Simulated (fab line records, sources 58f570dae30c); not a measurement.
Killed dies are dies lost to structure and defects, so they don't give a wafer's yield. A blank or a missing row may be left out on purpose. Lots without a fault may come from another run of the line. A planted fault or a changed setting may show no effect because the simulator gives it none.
Tool commonality check | flow berkeley_cmos170 | 13 lots, 39 wafers sampled

WHY IT WAS OPENED
At UCB170_GATE_THK_MEAS_05 the reading GATE_POLY_THK is flagged on 1 of 13 lots. Wafers without a fault read 214.1 nm, standard deviation 1.9.
Rule: a lot is flagged when every wafer of it that has a number lies more than 4 standard deviations from that mean, or none has a number. The other lots count as sound.

lot  | measured     | on            | GATE_POLY_THK (nm), wafer by wafer | flag
L360 | day 5 09:31  | film_metro-02 | 214.6 213.3 212.9                  |
L361 | day 6 06:22  | film_metro-02 | 213.0 212.2 211.9                  |
L363 | day 6 14:43  | film_metro-03 | 216.1 216.4 214.9                  |
L365 | day 6 18:22  | film_metro-02 | 214.1 214.1 214.5                  |
L366 | day 7 08:27  | film_metro-02 | 215.2 213.1 212.9                  |
L367 | day 7 18:23  | film_metro-02 | 212.4 214.2 214.5                  |
L369 | day 8 02:04  | film_metro-02 | 392.6 391.1 391.5                  | FLAGGED
L375 | day 9 02:02  | film_metro-02 | 215.3 214.2 217.5                  |
L376 | day 9 15:24  | film_metro-02 | 213.5 212.4 211.9                  |
L377 | day 9 21:42  | film_metro-03 | 219.6 218.3 219.8                  |
L379 | day 10 06:38 | film_metro-02 | 213.5 209.6 212.5                  |
L378 | day 10 06:39 | film_metro-03 | 214.1 215.9 216.2                  |
L380 | day 10 11:55 | film_metro-03 | 216.2 216.0 216.6                  |
The numbers of the flagged lots are 391.7 nm on average: +177.6 nm against the usual, or +93 standard deviations.

WHICH TOOL RAN EACH LOT
The record holds 1 process step before the reading, out of a route of 331 steps. In each cell: the tool, then ch and the chambers that the sampled wafers went through, then the start.
lot  | flag    | UCB170_GATE_CVD_04
L360 |         | lpcvd-01 ch 1, day 5 08:07
L361 |         | lpcvd-02 ch 0, day 6 04:56
L363 |         | lpcvd-02 ch 1, day 6 13:17
L365 |         | lpcvd-01 ch 0, day 6 16:58
L366 |         | lpcvd-02 ch 1, day 7 06:59
L367 |         | lpcvd-01 ch 0, day 7 16:59
L369 | FLAGGED | lpcvd-02 ch 0, day 8 00:40
L375 |         | lpcvd-01 ch 0, day 9 00:37
L376 |         | lpcvd-01 ch 0, day 9 13:59
L377 |         | lpcvd-01 ch 0, day 9 20:17
L379 |         | lpcvd-01 ch 1, day 10 05:14
L378 |         | lpcvd-01 ch 0, day 10 05:14
L380 |         | lpcvd-01 ch 1, day 10 10:29
What these steps do:
- UCB170_GATE_CVD_04: deposits poly-Si from SiH4, time 1440 s, target thk 214 nm.
- UCB170_GATE_THK_MEAS_05

FLAGGED OVER TOTAL, TOOL BY TOOL (the gauges that took the reading come last)
step                    | tool          | lots run | flagged | share of the flagged lots | sound lots run after its first flagged lot
UCB170_GATE_CVD_04      | lpcvd-01      | 9        | 0       | none                      | -
UCB170_GATE_CVD_04      | lpcvd-02      | 4        | 1       | all                       | 0
UCB170_GATE_THK_MEAS_05 | film_metro-02 | 9        | 1       | all                       | 3 (L375,L376,L379)
UCB170_GATE_THK_MEAS_05 | film_metro-03 | 4        | 0       | none                      | -

WHAT THE TABLE ALLOWS
2 rows of the table ran every flagged lot: lpcvd-02 at UCB170_GATE_CVD_04, film_metro-02 at UCB170_GATE_THK_MEAS_05.
- lpcvd-02 at UCB170_GATE_CVD_04: 1 of its 4 lots flagged. Its last sound lot is L366 (day 7 06:59), its first flagged lot L369 (day 8 00:40): a fault that began between those two fits.
- film_metro-02 at UCB170_GATE_THK_MEAS_05: 1 of its 9 lots flagged. Sound lots ran on it after the first flagged one (L375, L376, L379), which a lasting fault on the whole tool wouldn't allow.
One tool is left: lpcvd-02 at UCB170_GATE_CVD_04.

WHAT THE SIMULATOR HAD PUT IN
Process parameter drift: lpcvd-02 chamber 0, from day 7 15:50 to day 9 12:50, at UCB170_GATE_CVD_04. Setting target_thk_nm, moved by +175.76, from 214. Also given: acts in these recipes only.
Lots struck among those shown: L369. The rule above found the same.
